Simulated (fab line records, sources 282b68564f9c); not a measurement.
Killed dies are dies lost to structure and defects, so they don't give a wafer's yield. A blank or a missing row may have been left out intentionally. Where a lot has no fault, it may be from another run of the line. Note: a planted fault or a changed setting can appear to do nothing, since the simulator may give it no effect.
Comparing a struck lot with a sound one ; flow rit_cmos ; 27 out of 202 route steps
Sound: wafers L891.1, L891.4, L891.5. The struck wafers were L895.3, L895.4, L895.6. The cause comes at the end.
For every step that has rows: the tool of each side, followed by ch and its chambers, followed by its first start. Under that, the readings that differ: sound wafers ; struck wafers ; difference of the means ; sigmas: that difference in standard deviations of wafers without a fault.
alike: readings whose means differ by less than 2 such deviations, and words and numbers that are the same on both sides. not compared: withheld readings, readings that some wafer has no value for, bounds like >300 that may hide the same value, and numbers for which the record gives no deviation and whose values overlap.
The two part at a step that has a row with sigmas, a row that says differs or no value, or rows on one side only. When numbers do not overlap yet have no deviation, they are printed without sigmas and do not part them. A reading that every wafer of one side lacks parts them only if that side has two wafers or more.

RIT_ACTIVE_BOW_MEAS_00:
  sound on film_metro-03 at day 1 15:00; struck on film_metro-04 at day 2 11:02
  alike: INCOMING_BOW
then, 1 step without rows for these wafers: RIT_ACTIVE_OXIDATION_01 (target thk 46.8 nm, ox time 3360 s).
RIT_ACTIVE_THK_MEAS_02:
  sound on film_metro-04 at day 1 17:03; struck on film_metro-04 at day 2 14:46
  alike: ACTIVE_OXIDE_THK
RIT_ACTIVE_CVD_03: deposits Si3N4 from SiH2Cl2/NH3, target thk 150 nm, time 1500 s.
  sound on lpcvd-02 ch 1, day 1 17:07; struck on lpcvd-02 ch 1, day 2 14:48
reading;sound;struck;difference;sigmas
model.Si3N4_of_ACTIVE_CVD_03.thk_nm (nm);152.7 151.9 151.1;140.6 139.3 140;-11.9;
  alike: zone_power_load_pct
RIT_ACTIVE_THK_MEAS_04:
  sound on film_metro-03 at day 1 18:32; struck on film_metro-01 at day 2 16:14
reading;sound;struck;difference;sigmas
ACTIVE_NITRIDE_THK (nm);152.7 151.9 151.1;140.6 139.3 140.0;-11.9;-9
then, 6 steps without rows for these wafers: RIT_ACTIVE_HMDS_05 (prime time 60 s); RIT_ACTIVE_COAT_06 (resist thk 1000 nm); RIT_ACTIVE_SOFTBAKE_07 (time 60 s); RIT_ACTIVE_EXPOSE_08 (exposes mask M1, target cd 1400 nm); RIT_ACTIVE_PEB_09; RIT_ACTIVE_DEVELOP_10 (develop time 50 s).
RIT_ACTIVE_CD_MEAS_11: the cd target is 1400 nm.
  sound on cd_sem-02 at day 1 19:34; struck on cd_sem-01 at day 2 17:17
  alike: cd_nm
then, 1 step without rows for these wafers: RIT_ACTIVE_HARDBAKE_12 (time 60 s).
RIT_ACTIVE_ETCH_13: etches Si3N4 in SF6, stops on SiO2, time 210 s, target depth 210 nm.
  sound on rie_diel-01 ch 1,2,3, day 1 19:50; struck on rie_diel-01 ch 1,2,3, day 2 17:31
reading;sound;struck;difference;sigmas
oes_product_au (a.u.);0.837 0.836 0.796;0.790 0.788 0.765;-0.042;-3
model.ACTIVE.feature_depth_nm (nm);153.5 151.9 154.5;141.3 139.3 143.4;-12.0;
model.etch.depth_nm (nm);152.7 151.9 151.1;140.6 139.3 140;-11.9;
  alike: drypump_motor_current_A, throttle_valve_pct
  not compared: rf_hours_counter_h
RIT_ACTIVE_STRIP_14: strips in O2, time 180 s.
  sound on plasma_asher-02 ch 1, day 1 19:58; struck on plasma_asher-02 ch 0,1, day 2 17:43
  alike: drypump_motor_current_A
  not compared: rf_hours_counter_h
RIT_ACTIVE_CD_MEAS_90: the cd target is 1400 nm.
  sound on cd_sem-01 at day 1 20:08; struck on cd_sem-01 at day 2 17:52
  alike: cd_nm
then, 4 steps without rows for these wafers: RIT_ACTIVE_CLEAN_15 (cleans in SC1, time 600 s); RIT_ACTIVE_CLEAN_16 (cleans in dHF, time 30 s); RIT_ACTIVE_CLEAN_17 (cleans in SC2, time 600 s); RIT_FOX1_OXIDATION_00 (target thk 350.7 nm, ox time 1130 s).
RIT_FOX1_THK_MEAS_01:
  sound on film_metro-01 at day 1 23:30; struck on film_metro-01 at day 2 20:23
  alike: FOX1_OXIDE_THK
then, 2 steps without rows for these wafers: RIT_FOX1_WET_ETCH_02 (etches SiO2 in BOE, target depth 350 nm, time 390 s); RIT_FOX2_OXIDATION_00 (target thk 350.7 nm, ox time 1130 s).
RIT_FOX2_THK_MEAS_01:
  sound on film_metro-02 at day 2 01:36; struck on film_metro-04 at day 2 21:58
  alike: FOX2_OXIDE_THK
RIT_FOX2_CLEAN_02: cleans in dHF, time 180 s.
  sound on wet_bench-03 ch 1, day 2 01:40; struck on wet_bench-03 ch 1, day 2 22:01
reading;sound;struck;difference;sigmas
model.Si3N4_of_ACTIVE_CVD_03.thk_nm (nm);133.6 132.8 131.9;121.4 120.1 120.8;-12.0;
then, 1 step without rows for these wafers: RIT_FOX2_WET_ETCH_03 (etches Si3N4 in H3PO4, target depth 195 nm, time 2700 s).
RIT_M1_PROBE_99:
  sound on prober-02 at day 3 18:01; struck on prober-02 at day 4 15:28
  alike: killed_at_front_end, killed_dies, killed_open, killed_short

== WHERE THEY PART ==
First at RIT_ACTIVE_THK_MEAS_04; last, within this record, at RIT_ACTIVE_ETCH_13. Later steps at which nothing parts them and some readings are alike: RIT_ACTIVE_STRIP_14, RIT_ACTIVE_CD_MEAS_90, RIT_FOX1_THK_MEAS_01, RIT_FOX2_THK_MEAS_01, RIT_M1_PROBE_99.

WHY: what the simulator had put in
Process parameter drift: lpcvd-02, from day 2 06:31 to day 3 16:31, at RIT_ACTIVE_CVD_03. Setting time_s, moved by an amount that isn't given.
